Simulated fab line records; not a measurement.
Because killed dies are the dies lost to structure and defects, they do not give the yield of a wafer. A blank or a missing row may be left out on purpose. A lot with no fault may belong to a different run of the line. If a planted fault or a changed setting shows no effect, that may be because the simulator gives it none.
A lot that was struck, set against a sound lot    flow ritCmos    19 out of 202 route steps
Sound: wafers L779.2, L779.4, L779.5. Wafers struck: L790.1, L790.2, L790.3. The cause is given at the end.
For every step that has rows: the tool of each side, followed by ch and its chambers, followed by its first start. Under that, the readings that differ: sound wafers    struck wafers    difference of the means    sigmas: that difference in standard deviations of wafers without a fault.
alike: same words and numbers on both sides, and readings whose means sit less than 2 such deviations apart. not compared: any withheld reading, any reading some wafer has no value for, any bound like >300 that may hide the same value, and any number with overlapping values for which the record gives no deviation.
The two part at a step that has a row with sigmas, a row that says differs or no value, or rows on one side only. Numbers that have no deviation but don't overlap get no sigmas and don't part them. A reading missing from all wafers of one side parts the sides only when that side holds two or more wafers.

first, 2 steps without rows for these wafers: RIT_NLDD_PEB_04; RIT_NLDD_DEVELOP_05 (develop time 50 s).
RIT_NLDD_OVL_MEAS_06:
  sound on overlay-02, day 3 19:01; struck on overlay-01, day 6 02:35
  alike: NLDD_OVL
then, 2 steps without rows for these wafers: RIT_NLDD_HARDBAKE_07 (time 60 s); RIT_NLDD_IMPLANT_08.
RIT_NLDD_STRIP_09: strips in O2, time 180 s.
  sound on plasmaAsher-01 ch 0,1, day 3 19:20; struck on plasmaAsher-02 ch 0,1, day 6 02:56
  alike: chamberPressureMTorr, drypumpMotorCurrentA
  not compared: rfHoursCounterH
RIT_NLDD_TW_MEAS_10:
  sound on filmMetro-04, day 3 19:32; struck on filmMetro-04, day 6 03:07
  alike: NLDD_TW
then, 5 steps without rows for these wafers: RIT_PLDD_HMDS_00 (prime time 60 s); RIT_PLDD_COAT_01 (resist thk 1000 nm); RIT_PLDD_SOFTBAKE_02 (time 60 s); RIT_PLDD_EXPOSE_03 (exposes mask M8, target cd 40900 nm); RIT_PLDD_PEB_04.
RIT_PLDD_DEVELOP_05: develop time 50 s.
  sound on lithoTrack-02 ch 0, day 3 20:00; struck on lithoTrack-02 ch 0, day 6 04:00
  alike: chillPlateTempC, developerTempC
RIT_PLDD_OVL_MEAS_06:
  sound on overlay-01, day 3 20:34; struck on overlay-01, day 6 04:08
  alike: PLDD_OVL
then, 2 steps without rows for these wafers: RIT_PLDD_HARDBAKE_07 (time 60 s); RIT_PLDD_IMPLANT_08.
RIT_PLDD_STRIP_09: strips in O2, time 180 s.
  sound on plasmaAsher-01 ch 0,1, day 3 20:53; struck on plasmaAsher-04 ch 0,1, day 6 04:29
reading                       sound           struck          difference  sigmas
chamberPressureMTorr (mTorr)  3990 3998 3994  3997 4005 4006  +9          +2
drypumpMotorCurrentA (A)      5.7 4.9 4.9     6.3 6.3 6.3     +1.1        +2
  not compared: rfHoursCounterH
RIT_PLDD_TW_MEAS_10:
  sound on filmMetro-04, day 3 21:04; struck on filmMetro-03, day 6 04:39
reading  sound           struck    difference  sigmas
PLDD_TW  2382 2379 2367  30 30 30  -2346       -99 or more
then, 1 step without rows for these wafers: RIT_SPACER_CLEAN_00 (cleans in SC1, time 600 s).

## WHERE THEY PART
Earliest at RIT_PLDD_STRIP_09; latest, in this record, at RIT_PLDD_TW_MEAS_10.

WHY: the cause the simulator had injected
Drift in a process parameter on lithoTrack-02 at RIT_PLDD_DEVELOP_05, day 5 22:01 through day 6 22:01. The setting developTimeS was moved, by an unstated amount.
